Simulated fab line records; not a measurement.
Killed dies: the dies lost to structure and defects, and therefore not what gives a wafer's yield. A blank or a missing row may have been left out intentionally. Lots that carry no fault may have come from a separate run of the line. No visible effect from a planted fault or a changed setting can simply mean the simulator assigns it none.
Which of the tools did it? -- flow berkeley-cmos170 -- Sampling: 7 lots, 21 wafers, 3 of 331 route steps

== WHAT THE GAUGES SHOWED, per wafer ==
UCB170_V1_CD_MEAS_12: the cd target is 700 nm.
lot,measured,on,cd-nm (nm)
L590,day 9 08:34,cd-sem-02,698.6 700.3 698.9
L594,day 10 00:17,cd-sem-02,697.9 699.4 700.2
L602,day 11 10:16,cd-sem-02,699.8 701.5 699.8
L605,day 12 10:50,cd-sem-02,697.3 698.1 698.8
L604,day 12 11:30,cd-sem-01,699.7 700.0 700.1
L609,day 13 05:14,cd-sem-02,701.8 700.5 701.6
L610,day 13 19:50,cd-sem-02,700.6 701.0 700.8

== WHICH TOOL RAN EACH LOT (tool, then ch and the chambers of the sampled wafers, then the start) ==
lot,UCB170_CONTACT_STRIP_19,UCB170_V1_PEB_10
L590,"plasma-asher-04 ch 0,1, day 8 23:56","litho-track-02 ch 0, day 9 08:17"
L594,"plasma-asher-01 ch 0,1, day 9 16:07","litho-track-03 ch 0, day 10 00:02"
L602,"plasma-asher-01 ch 1, day 11 03:28","litho-track-01 ch 0, day 11 09:59"
L605,"plasma-asher-02 ch 0,1, day 12 03:22","litho-track-01 ch 0, day 12 10:34"
L604,"plasma-asher-04 ch 0,1, day 12 03:31","litho-track-03 ch 0, day 12 11:14"
L609,"plasma-asher-04 ch 0,1, day 12 19:59","litho-track-01 ch 0, day 13 04:58"
L610,"plasma-asher-01 ch 0,1, day 13 14:29","litho-track-03 ch 0, day 13 19:34"
- UCB170_CONTACT_STRIP_19: strips in O2.
- UCB170_V1_PEB_10

== THE ANSWER, worked out from the rows above alone ==
Rule: the lots themselves supply what counts as usual. The widest of any qualifying gaps counts: lots, ordered by their means at a reading, are off when they make up no more than a third of the lots, leave a main group of 4 or more, and stand apart from it by 3 or more times the standard deviation of that group's means. If all means in a main group match to the digits the tables above print for the reading, that group is not used. A lot without any number at a reading at which 4 lots or more have one is off too. All remaining lots with rows at the step are treated as sound.
No lot is off on any of the readings shown, so nothing can be concluded from this.

== WHAT WAS PUT IN BY THE SIMULATOR ==
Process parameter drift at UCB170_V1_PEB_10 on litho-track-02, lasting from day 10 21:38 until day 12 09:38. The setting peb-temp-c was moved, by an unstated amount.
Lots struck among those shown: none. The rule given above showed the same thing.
